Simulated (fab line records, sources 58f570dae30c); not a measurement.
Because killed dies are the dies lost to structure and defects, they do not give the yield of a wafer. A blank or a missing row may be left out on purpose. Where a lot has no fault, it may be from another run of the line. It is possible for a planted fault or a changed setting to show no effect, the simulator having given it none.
One fault through the eyes of 2 desks | flow berkeleyCmos170 | what lay behind the numbers comes last; until then each desk has only its own

## THE METROLOGY DESK
What the gauges read, lot by lot, whatever tool the lot ran on: means of the sampled wafers that have a number. Marked OUT: a lot whose mean sits more than 4 standard deviations from the usual mean, which makes it out of limits; the brackets give that distance.
Columns: A = cdNm at UCB170_M2_CD_MEAS_15, usual 700.3 nm; B = V2_TEOS_THK at UCB170_V2_THK_MEAS_01, usual 1990 nm
lot  | first seen here | A     | B
L457 | day 7 19:41     | 701.1 | 1962
L459 | day 7 20:22     | 701.2 | 1970
L458 | day 7 23:21     | 699.2 | 1984
L460 | day 8 12:49     | 701.2 | 2014
L462 | day 8 19:13     | 699.1 | 1995
L461 | day 8 19:45     | 702.5 | 1978
L463 | day 8 22:14     | 700.5 | 1969
L464 | day 8 22:40     | 699.8 | 2014
L470 | day 10 14:02    | 696.5 | 1961
L468 | day 10 14:22    | 700.6 | 2017
L475 | day 10 22:22    | 698.9 | 1958
L473 | day 11 04:35    | 700.5 | 1965
L476 | day 11 18:05    | 701.5 | 1978
L477 | day 11 18:36    | 699.8 | 2009
Result from this desk: across the 14 lots, nothing is out of limits.

## AT THE TOOL OWNER'S DESK: plasmaAsher-04
The tool's own readings at UCB170_M2_STRIP_07 (strips in O2): means of the sampled wafers that have a number, for each lot that ran on this tool. Marked OUT: a lot whose mean sits more than 4 standard deviations from the usual mean, which makes it out of limits; the brackets give that distance.
Columns: A = drypumpMotorCurrentA at UCB170_M2_STRIP_07, usual 5.5 A; B = o2FlowSccm at UCB170_M2_STRIP_07, usual 399.9 sccm; C = oesProductAu at UCB170_M2_STRIP_07, usual 0.735 a.u.; D = stripTimeToEndpointS at UCB170_M2_STRIP_07, usual 21.84 s
lot  | first seen here | A   | B                       | C                | D
L459 | day 7 18:37     | 5.2 | 399.6                   | 0.737            | 21.91
L458 | day 7 20:44     | 5.2 | 399.7                   | 0.733            | 21.90
L460 | day 8 11:34     | 5.2 | 600.2 (+99 or more) OUT | 0.759 (+5.3) OUT | 20.88 (-16) OUT
L462 | day 8 18:06     | 5.5 | 600.7 (+99 or more) OUT | 0.759 (+5.3) OUT | 20.88 (-16) OUT
L477 | day 11 17:15    | 5.2 | 398.7                   | 0.735            | 21.80
Finding of this desk: L460, L462 out of limits; the first was L460 at day 8 11:34, on o2FlowSccm at UCB170_M2_STRIP_07. Within limits: L459, L458, L477.

## PUT TOGETHER
The tool owner's desk could have raised an alarm at day 8 11:34, on L460, L462.
The metrology desk saw nothing out of limits.
The metrology desk has L460, L462 on record, within its limits.
Of the lots named, all ran UCB170_M2_STRIP_07 on plasmaAsher-04.

## WHAT THE SIMULATOR HAD PUT IN
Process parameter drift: plasmaAsher-04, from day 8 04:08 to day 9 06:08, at UCB170_M2_STRIP_07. The setting o2FlowSccm was moved by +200, starting from 400. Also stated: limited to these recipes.
Lots struck among those shown: L460, L462.
How many hours passed from the start of the fault until each desk's first out-of-limits reading: the tool owner's desk, 7.
